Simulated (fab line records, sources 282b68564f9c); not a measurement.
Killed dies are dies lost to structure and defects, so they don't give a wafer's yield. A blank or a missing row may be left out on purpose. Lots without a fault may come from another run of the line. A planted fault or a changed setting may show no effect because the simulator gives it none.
fab line records | flow rit_cmos
record lots=14 wafers=42 last_day=7
route steps=202 shown ACTIVE@1 PWELL@48 NLDD@109 NSD@133 M1@202
lots that met no fault: from a run of the same line without faults
start_h: hours from the record's first day to the start of the lot's first wafer shown | wait_h: hours since the lot's step before | " the same as in the row above | L1.1+2: a row that stands for several wafers | - no value, or no start given | * or withheld: withheld | < > ~ a bound
route shown NAME@n: a module of which the file shows steps, and the number in the route of the first | usual: mean/standard deviation of fault-free wafers | same: alike in all rows | chamber/n: place in a boat | sites: the reading at each site | _std_site: their standard deviation | _edge_site: outer sites' mean less inner sites' | radius_mm: how far each site lies from the wafer's centre | mask NAME#n: copy n | behind: the tool/chamber that last shaped the wafer | hold: why the lot was held/for how many hours/how that ended | device: the transistor (n, p or np) that didn't switch | end of line: the same wafers' tests at the end of the route | a step without rows: its recipe alone | killed: dies lost to structure and defects at the first sort, not the wafer's yield | map: a wafer's dies, x killed, . not, _ none there
set.NAME: the setting as run; set.NAME@STEP: as run at that earlier step | model.NAME: the simulator's own value behind a step, which no gauge read
steps of the route over a sample of lots; a table a step, a row a wafer
services: from which hour (start_h, from the record's first day; less than 0 if before it) a tool's chamber was out of use, for how many hours, and why
## steps
# step RIT_ACTIVE_BOW_MEAS_00
# recipe mode=bow
# usual INCOMING_BOW=0/6.8
# columns lot.wafer tool chamber start_h wait_h INCOMING_BOW[um]
L372.3 film_metro-02 - 10.04 - 6
L372.5 " - " " -4
L372.6 " - " " -13
L373.1 film_metro-03 - 15.00 - 5
L373.2 " - " " 6
L373.6 " - " " 10
L374.1 film_metro-02 - 20.00 - -8
L374.2 " - " " 6
L374.3 " - " " 4
L375.1 film_metro-03 - 25.00 - -7
L375.4 " - " " 16
L375.5 " - " " 4
L378.1 film_metro-04 - 40.00 - -5
L378.2 " - " " -1
L378.3 " - " " 4
L381.3 film_metro-03 - 55.04 - 1
L381.5 " - " " 1
L381.6 " - " " 2
L384.2 film_metro-04 - 70.02 - 15
L384.3 " - " " 6
L384.5 " - " " 6
L385.2 film_metro-02 - 75.02 - 7
L385.3 " - " " -1
L385.5 " - " " 4
L386.1 film_metro-02 - 80.00 - 4
L386.2 " - " " -3
L386.3 " - " " 3
L388.2 film_metro-03 - 90.02 - 4
L388.4 " - " " -6
L388.6 " - " " 1
L391.4 film_metro-04 - 105.06 - -7
L391.5 " - " " 2
L391.6 " - " " -10
L393.1 film_metro-03 - 115.00 - 3
L393.5 " - " " 2
L393.6 " - " " 0
L394.2 film_metro-02 - 120.02 - 2
L394.4 " - " " 3
L394.6 " - " " 5
L395.2 film_metro-02 - 125.02 - 3
L395.4 " - " " -3
L395.5 " - " " 0
# step RIT_PWELL_STRIP_09
# recipe chemistry=O2 time_s=180 resist=NOVOLAK platen_temp_c=withheld power_w=500 pressure_mtorr=4000 o2_flow_sccm=4000
# usual drypump_motor_current_A=5.8/0.61 rf_refl_power_W=7.2/1.2
# columns lot.wafer tool chamber start_h wait_h drypump_motor_current_A rf_hours_counter_h rf_refl_power_W
L372.3 plasma_asher-04 0 24.04 0.1 6.1 - 8.2
L372.5 " 1 " " 5.8 - 8.7
L372.6 " 0 " " 6.0 - 7.9
L373.1 plasma_asher-03 0 29.62 0.1 6.4 20 4.7
L373.2 " 1 " " 4.8 20 7.9
L373.6 " 0 " " 6.4 - 4.7
L374.1 plasma_asher-03 1 33.63 0.1 4.9 21 8.2
L374.2 " 0 " " 6.4 21 4.8
L374.3 " 0 " " 6.4 - 4.6
L375.1 plasma_asher-03 0 38.96 0.1 6.4 22 4.8
L375.4 " 1 " " 4.9 - 8.0
L375.5 " 1 " " 4.9 - 7.9
L378.1 plasma_asher-01 1 55.95 0.1 6.4 43 7.4
L378.2 " 0 " " 5.2 43 6.8
L378.3 " 1 " " 6.5 - 7.2
L381.3 plasma_asher-04 0 69.66 0.1 6.0 - 7.9
L381.5 " 0 " " 6.0 - 8.2
L381.6 " 1 " " 5.8 - 8.6
L384.2 plasma_asher-03 1 86.08 0.1 4.9 26 8.0
L384.3 " 1 " " 4.9 - 8.0
L384.5 " 0 " " 6.4 - 4.8
L385.2 plasma_asher-03 1 89.88 0.1 4.9 27 8.1
L385.3 " 0 " " 6.4 - 4.8
L385.5 " 0 " " 6.3 - 4.7
L386.1 plasma_asher-03 0 93.43 0.1 6.4 27 4.7
L386.2 " 1 " " 4.9 27 8.0
L386.3 " 0 " " 6.4 - 4.6
L388.2 plasma_asher-01 0 104.97 0.1 5.2 48 6.7
L388.4 " 1 " " 6.5 - 7.6
L388.6 " 1 " " 6.5 - 7.6
L391.4 plasma_asher-01 0 119.08 0.1 5.3 - 6.9
L391.5 " 0 " " 5.3 - 7.0
L391.6 " 1 " " 6.5 - 7.6
L393.1 plasma_asher-03 0 130.02 0.1 6.4 28 4.7
L393.5 " 1 " " 4.9 - 8.0
L393.6 " 0 " " 6.3 - 4.6
L394.2 plasma_asher-01 0 135.09 0.1 5.2 53 7.2
L394.4 " 1 " " 6.5 - 7.4
L394.6 " 1 " " 6.5 - 7.3
L395.2 plasma_asher-04 1 140.63 0.1 5.7 55 8.2
L395.4 " 1 " " 5.7 - 8.6
L395.5 " 1 " " 5.8 - 8.4
# step RIT_NLDD_OVL_MEAS_06
# usual NLDD_OVL=-0.1/1.7
# columns lot.wafer tool chamber start_h wait_h NLDD_OVL[nm]
L372.3 overlay-01 - 44.13 - -0.3
L372.5 " - " " -2.0
L372.6 " - " " -1.3
L373.1 overlay-02 - 51.74 - -0.4
L373.2 " - " " -1.1
L373.6 " - " " 0.5
L374.1 overlay-01 - 54.44 - -2.1
L374.2 " - " " -2.9
L374.3 " - " " -3.2
L375.1 overlay-02 - 57.51 - -2.3
L375.4 " - " " -2.2
L375.5 " - " " -2.6
L378.1 overlay-01 - 75.75 - -2.5
L378.2 " - " " -1.7
L378.3 " - " " -4.3
L381.3 overlay-02 - 88.75 - 0.3
L381.5 " - " " 1.3
L381.6 " - " " -0.7
L384.2 overlay-01 - 108.61 - 2.7
L384.3 " - " " 4.5
L384.5 " - " " 2.6
L385.2 overlay-02 - 111.40 - 0.4
L385.3 " - " " -2.3
L385.5 " - " " -0.2
L386.1 overlay-02 - 112.00 - 0.1
L386.2 " - " " -0.9
L386.3 " - " " -1.1
L388.2 overlay-02 - 127.81 - 0.5
L388.4 " - " " 1.1
L388.6 " - " " 0.3
L391.4 overlay-01 - 137.25 - 0.5
L391.5 " - " " -0.6
L391.6 " - " " 1.8
L393.1 overlay-02 - 152.25 - 0.7
L393.5 " - " " 2.4
L393.6 " - " " 3.4
L394.2 overlay-01 - 156.99 - 3.1
L394.4 " - " " 3.8
L394.6 " - " " 3.0
L395.2 overlay-01 - 160.80 - -2.8
L395.4 " - " " -0.5
L395.5 " - " " -2.1
# step RIT_NSD_SOFTBAKE_02
# recipe resist=NOVOLAK temp_c=90 time_s=60
# usual heater_power_total_W=34.57/0.053 plate_temp_C=90.01/0.11
# columns lot.wafer tool chamber start_h wait_h heater_power_total_W plate_temp_C
L372.3 litho_track-02 0 49.90 0.1 34.57 90.07
L372.5 " 0 " " 34.52 90.11
L372.6 " 0 " " 34.62 90.08
L373.1 litho_track-02 0 56.61 0.1 34.58 90.01
L373.2 " 0 " " 34.57 89.92
L373.6 " 0 " " 34.63 90.01
L374.1 litho_track-01 0 59.32 0.1 34.59 90.17
L374.2 " 0 " " 34.61 90.07
L374.3 " 0 " " 34.63 90.15
L375.1 litho_track-02 0 62.34 0.1 34.46 89.95
L375.4 " 0 " " 34.51 89.97
L375.5 " 0 " " 34.59 90.00
L378.1 litho_track-02 0 80.93 0.1 35.08 90.97
L378.2 " 0 " " 35.11 90.88
L378.3 " 0 " " 35.18 90.93
L381.3 litho_track-02 0 93.70 0.1 35.01 91.07
L381.5 " 0 " " 35.08 91.08
L381.6 " 0 " " 35.11 91.07
L384.2 litho_track-01 0 113.44 0.1 34.59 90.01
L384.3 " 0 " " 34.64 89.89
L384.5 " 0 " " 34.58 89.96
L385.2 litho_track-01 0 116.20 0.1 34.56 89.78
L385.3 " 0 " " 34.58 90.03
L385.5 " 0 " " 34.56 89.90
L386.1 litho_track-04 0 117.63 0.1 34.57 90.07
L386.2 " 0 " " 34.60 90.04
L386.3 " 0 " " 34.53 90.04
L388.2 litho_track-01 0 133.71 0.1 34.53 90.01
L388.4 " 0 " " 34.60 89.90
L388.6 " 0 " " 34.60 89.94
L391.4 litho_track-01 0 142.37 0.1 34.47 90.11
L391.5 " 0 " " 34.54 89.93
L391.6 " 0 " " 34.60 89.81
L393.1 litho_track-01 0 157.18 0.1 34.66 89.99
L393.5 " 0 " " 34.58 89.82
L393.6 " 0 " " 34.58 89.83
L394.2 litho_track-04 0 161.81 0.1 34.57 90.14
L394.4 " 0 " " 34.47 89.91
L394.6 " 0 " " 34.58 90.22
L395.2 litho_track-01 0 165.73 0.1 34.67 90.01
L395.4 " 0 " " 34.69 90.26
L395.5 " 0 " " 34.57 90.03
# step RIT_M1_PROBE_99
# usual killed_at_contacts=0.0/0.22 killed_at_front_end=7/3.3 killed_dies=7/3.3 killed_open=3.3/1.9 killed_short=3.6/2.1
# same gross_dies=264 killed_at_M0_to_M3=0 killed_at_M4_up=0 killed_at_back_side=0 killed_at_other=0
# columns lot.wafer tool chamber start_h wait_h killed_at_contacts killed_at_front_end killed_dies killed_open killed_short
L372.3 prober-01 - 60.21 0.2 0 9 9 4 5
L372.5 prober-01 - 60.31 0.2 0 14 14 5 9
L372.6 prober-01 - 60.36 0.2 0 11 11 5 6
L373.1 prober-02 - 67.24 0.1 0 8 8 4 4
L373.2 prober-02 - 67.29 0.1 0 8 8 3 3
L373.6 prober-02 - 67.49 0.2 0 3 3 2 1
L374.1 prober-01 - 69.61 0.1 0 5 5 3 2
L374.2 prober-01 - 69.66 0.1 0 1 1 1 0
L374.3 prober-01 - 69.71 0.2 0 6 6 4 2
L375.1 prober-02 - 73.39 0.1 0 6 6 2 4
L375.4 prober-02 - 73.54 0.2 0 4 4 3 1
L375.5 prober-02 - 73.59 0.2 0 13 13 5 8
L378.1 prober-01 - 91.85 0.1 0 7 7 2 5
L378.2 prober-01 - 91.90 0.1 0 15 15 7 8
L378.3 prober-01 - 91.95 0.2 0 7 7 5 2
L381.3 prober-02 - 104.51 0.2 0 13 13 6 7
L381.5 prober-02 - 104.61 0.2 0 10 10 8 2
L381.6 prober-02 - 104.66 0.2 0 4 4 2 2
L384.2 prober-01 - 124.09 0.1 0 12 12 6 6
L384.3 prober-01 - 124.14 0.2 0 4 4 2 2
L384.5 prober-01 - 124.24 0.2 0 4 4 2 2
L385.2 prober-02 - 126.57 0.1 0 6 6 2 4
L385.3 prober-02 - 126.62 0.2 2 9 11 4 7
L385.5 prober-02 - 126.72 0.2 0 10 10 4 6
L386.1 prober-01 - 128.40 0.1 0 8 8 4 4
L386.2 prober-01 - 128.45 0.1 0 6 6 2 4
L386.3 prober-01 - 128.50 0.2 0 7 7 2 5
L388.2 prober-01 - 144.40 0.1 0 9 9 4 5
L388.4 prober-01 - 144.50 0.2 0 6 6 5 1
L388.6 prober-01 - 144.60 0.2 0 6 6 3 3
L391.4 prober-02 - 152.90 0.2 1 5 6 4 2
L391.5 prober-02 - 152.95 0.2 0 8 8 4 4
L391.6 prober-02 - 153.00 0.2 0 3 3 2 1
L393.1 prober-02 - 168.22 0.1 0 6 6 4 2
L393.5 prober-02 - 168.42 0.2 0 9 9 6 3
L393.6 prober-02 - 168.47 0.2 0 11 11 2 9
L394.2 prober-01 - 172.38 0.1 1 10 11 3 8
L394.4 prober-01 - 172.48 0.2 0 12 12 8 4
L394.6 prober-01 - 172.58 0.2 0 2 2 2 0
L395.2 prober-02 - 176.73 0.1 0 6 6 4 2
L395.4 prober-02 - 176.83 0.2 0 6 6 3 3
L395.5 prober-02 - 176.88 0.2 0 7 7 2 5
# killed by level:class
L372.3 GATE:geometric_particle:short=3 GATE:geometric_particle:open=2 FOX2:geometric_particle:open=1 SPACER:geometric_particle:short=1 SILICIDE:geometric_particle:open=1 SILICIDE:geometric_particle:short=1
L372.5 GATE:geometric_particle:short=6 GATE:geometric_particle:open=4 REOX:geometric_particle:short=3 FOX1:geometric_particle:open=1
L372.6 GATE:geometric_particle:open=4 SILICIDE:geometric_particle:short=3 GATE:geometric_particle:short=2 FOX1:geometric_particle:short=1 REOX:geometric_particle:open=1
L373.1 GATE:geometric_particle:short=3 GATE:geometric_particle:open=2 FOX1:geometric_particle:open=1 REOX:geometric_particle:short=1 SILICIDE:geometric_particle:open=1
L373.2 FOX1:geometric_particle:short=2 GATE:geometric_particle:open=2 PSD:coat_microbubble_printed=2 FOX1:geometric_particle:open=1 GATE:geometric_particle:short=1
L373.6 GATE:geometric_particle:short=1 GATE:geometric_particle:open=1 SILICIDE:geometric_particle:open=1
L374.1 FOX1:geometric_particle:open=1 FOX2:geometric_particle:short=1 GATE:geometric_particle:short=1 REOX:geometric_particle:open=1 SILICIDE:geometric_particle:open=1
L374.2 GATE:geometric_particle:open=1
L374.3 GATE:geometric_particle:open=3 FOX2:geometric_particle:open=1 FOX2:geometric_particle:short=1 GATE:geometric_particle:short=1
L375.1 SPACER:geometric_particle:short=2 FOX2:geometric_particle:short=1 GATE:geometric_particle:open=1 GATE:geometric_particle:short=1 SILICIDE:geometric_particle:open=1
L375.4 GATE:geometric_particle:open=1 GATE:geometric_particle:short=1 SPACER:geometric_particle:open=1 SILICIDE:geometric_particle:open=1
L375.5 GATE:geometric_particle:short=3 SILICIDE:geometric_particle:short=3 GATE:geometric_particle:open=2 FOX1:geometric_particle:open=1 FOX1:geometric_particle:short=1 SPACER:geometric_particle:short=1 SPACER:geometric_particle:open=1 SILICIDE:geometric_particle:open=1
L378.1 FOX1:geometric_particle:short=2 REOX:geometric_particle:short=2 REOX:geometric_particle:open=1 SPACER:geometric_particle:short=1 SILICIDE:geometric_particle:open=1
L378.2 GATE:geometric_particle:short=5 SPACER:geometric_particle:open=4 GATE:geometric_particle:open=2 FOX1:geometric_particle:short=1 FOX2:geometric_particle:short=1 REOX:geometric_particle:open=1 SPACER:geometric_particle:short=1
L378.3 GATE:geometric_particle:open=2 REOX:geometric_particle:open=2 FOX1:geometric_particle:short=1 SPACER:geometric_particle:short=1 SPACER:geometric_particle:open=1
L381.3 FOX1:geometric_particle:short=2 FOX2:geometric_particle:open=2 ACTIVE:geometric_particle:short=1 FOX1:geometric_particle:open=1 FOX2:geometric_particle:short=1 GATE:geometric_particle:short=1 REOX:geometric_particle:short=1 REOX:geometric_particle:open=1
L381.5 GATE:geometric_particle:open=5 GATE:geometric_particle:short=2 FOX2:geometric_particle:open=1 REOX:geometric_particle:open=1 SPACER:geometric_particle:open=1
L381.6 GATE:geometric_particle:short=2 FOX1:geometric_particle:open=1 GATE:geometric_particle:open=1
L384.2 GATE:geometric_particle:short=3 GATE:geometric_particle:open=3 SPACER:geometric_particle:open=2 SPACER:geometric_particle:short=2 REOX:geometric_particle:short=1 REOX:geometric_particle:open=1
L384.3 FOX1:geometric_particle:open=1 GATE:geometric_particle:short=1 SILICIDE:geometric_particle:short=1 SILICIDE:geometric_particle:open=1
L384.5 FOX1:geometric_particle:open=2 FOX1:geometric_particle:short=1 SILICIDE:geometric_particle:short=1
L385.2 GATE:geometric_particle:open=2 REOX:geometric_particle:short=2 FOX1:geometric_particle:short=1 GATE:geometric_particle:short=1
L385.3 FOX1:geometric_particle:short=2 CONTACT:geometric_particle:short=2 FOX1:geometric_particle:open=1 FOX2:geometric_particle:open=1 GATE:geometric_particle:open=1 GATE:geometric_particle:short=1 REOX:geometric_particle:short=1 SPACER:geometric_particle:open=1
L385.5 SILICIDE:geometric_particle:short=3 GATE:geometric_particle:short=2 SILICIDE:geometric_particle:open=2 GATE:geometric_particle:open=1 REOX:geometric_particle:open=1 SPACER:geometric_particle:short=1
L386.1 FOX1:geometric_particle:short=1 FOX1:geometric_particle:open=1 FOX2:geometric_particle:short=1 GATE:geometric_particle:open=1 REOX:geometric_particle:open=1 SPACER:geometric_particle:open=1 SPACER:geometric_particle:short=1 SILICIDE:geometric_particle:short=1
L386.2 SPACER:geometric_particle:short=3 GATE:geometric_particle:open=1 REOX:geometric_particle:short=1 SPACER:geometric_particle:open=1
L386.3 FOX1:geometric_particle:short=2 FOX2:geometric_particle:short=1 GATE:geometric_particle:open=1 GATE:geometric_particle:short=1 SILICIDE:geometric_particle:open=1 SILICIDE:geometric_particle:short=1
L388.2 GATE:geometric_particle:short=3 FOX1:geometric_particle:open=2 GATE:geometric_particle:open=2 REOX:geometric_particle:short=2
L388.4 GATE:geometric_particle:open=2 SPACER:geometric_particle:open=2 GATE:geometric_particle:short=1 SILICIDE:geometric_particle:open=1
L388.6 SPACER:geometric_particle:open=2 FOX1:geometric_particle:short=1 FOX2:geometric_particle:open=1 GATE:geometric_particle:short=1 SILICIDE:geometric_particle:short=1
L391.4 GATE:geometric_particle:open=2 REOX:geometric_particle:open=2 REOX:geometric_particle:short=1 CONTACT:geometric_particle:short=1
L391.5 REOX:geometric_particle:short=3 REOX:geometric_particle:open=2 FOX2:geometric_particle:open=1 GATE:geometric_particle:open=1 GATE:geometric_particle:short=1
L391.6 GATE:geometric_particle:short=1 GATE:geometric_particle:open=1 REOX:geometric_particle:open=1
L393.1 GATE:geometric_particle:open=4 FOX1:geometric_particle:short=1 GATE:geometric_particle:short=1
L393.5 GATE:geometric_particle:short=3 GATE:geometric_particle:open=2 FOX2:geometric_particle:open=1 REOX:geometric_particle:open=1 SPACER:geometric_particle:open=1 SILICIDE:geometric_particle:open=1
L393.6 GATE:geometric_particle:short=4 REOX:geometric_particle:short=3 SILICIDE:geometric_particle:short=2 GATE:geometric_particle:open=1 REOX:geometric_particle:open=1
L394.2 GATE:geometric_particle:short=4 REOX:geometric_particle:short=2 SPACER:geometric_particle:short=2 FOX2:geometric_particle:open=1 SILICIDE:geometric_particle:open=1 CONTACT:geometric_particle:open=1
L394.4 GATE:geometric_particle:open=6 SILICIDE:geometric_particle:open=2 SILICIDE:geometric_particle:short=2 FOX1:geometric_particle:short=1 GATE:geometric_particle:short=1
L394.6 GATE:geometric_particle:open=1 SILICIDE:geometric_particle:open=1
L395.2 FOX1:geometric_particle:open=1 GATE:geometric_particle:short=1 GATE:geometric_particle:open=1 SPACER:geometric_particle:short=1 SPACER:geometric_particle:open=1 SILICIDE:geometric_particle:open=1
L395.4 GATE:geometric_particle:short=3 REOX:geometric_particle:open=2 FOX1:geometric_particle:open=1
L395.5 SPACER:geometric_particle:short=2 FOX2:geometric_particle:short=1 FOX2:geometric_particle:open=1 GATE:geometric_particle:short=1 REOX:geometric_particle:short=1 SPACER:geometric_particle:open=1
## services
# columns tool chamber start_h hours kind
plasma_asher-04 - 32.25 2.2 repair
plasma_asher-03 - 41.25 0.8 repair
plasma_asher-03 - 99.91 28.1 pm
plasma_asher-01 - 129.07 1.5 repair
plasma_asher-03 - 136.23 5.4 repair
## key
first_sign step=RIT_NSD_SOFTBAKE_02 reading=heater_power_total_W direction=up sigmas=9.9 usual=34.57 struck=35.09
effect step=RIT_NSD_SOFTBAKE_02 reading=plate_temp_C direction=up sigmas=8.7 usual=* struck=*
met_at RIT_NSD_SOFTBAKE_02
struck_lots L378,L381
tester_left_out L378,L381
not_acting_at RIT_ACTIVE_BOW_MEAS_00,RIT_PWELL_STRIP_09,RIT_NLDD_OVL_MEAS_06
onset_between 62.34 80.93
fault kind=process_parameter_drift tool=litho_track-02 chamber=- onset_h=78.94 steps=RIT_NSD_SOFTBAKE_02 channel=temp_c offset=* shape=step end_h=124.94 acts_in=* stated=*
# tester_left_out: of these lots the tester's yield and bins aren't shown, on N5 and GAA mostly nor the transistor test; their killed dies are dies lost to structure and defects alone, not to doping, threshold or leakage, so they don't give the yield
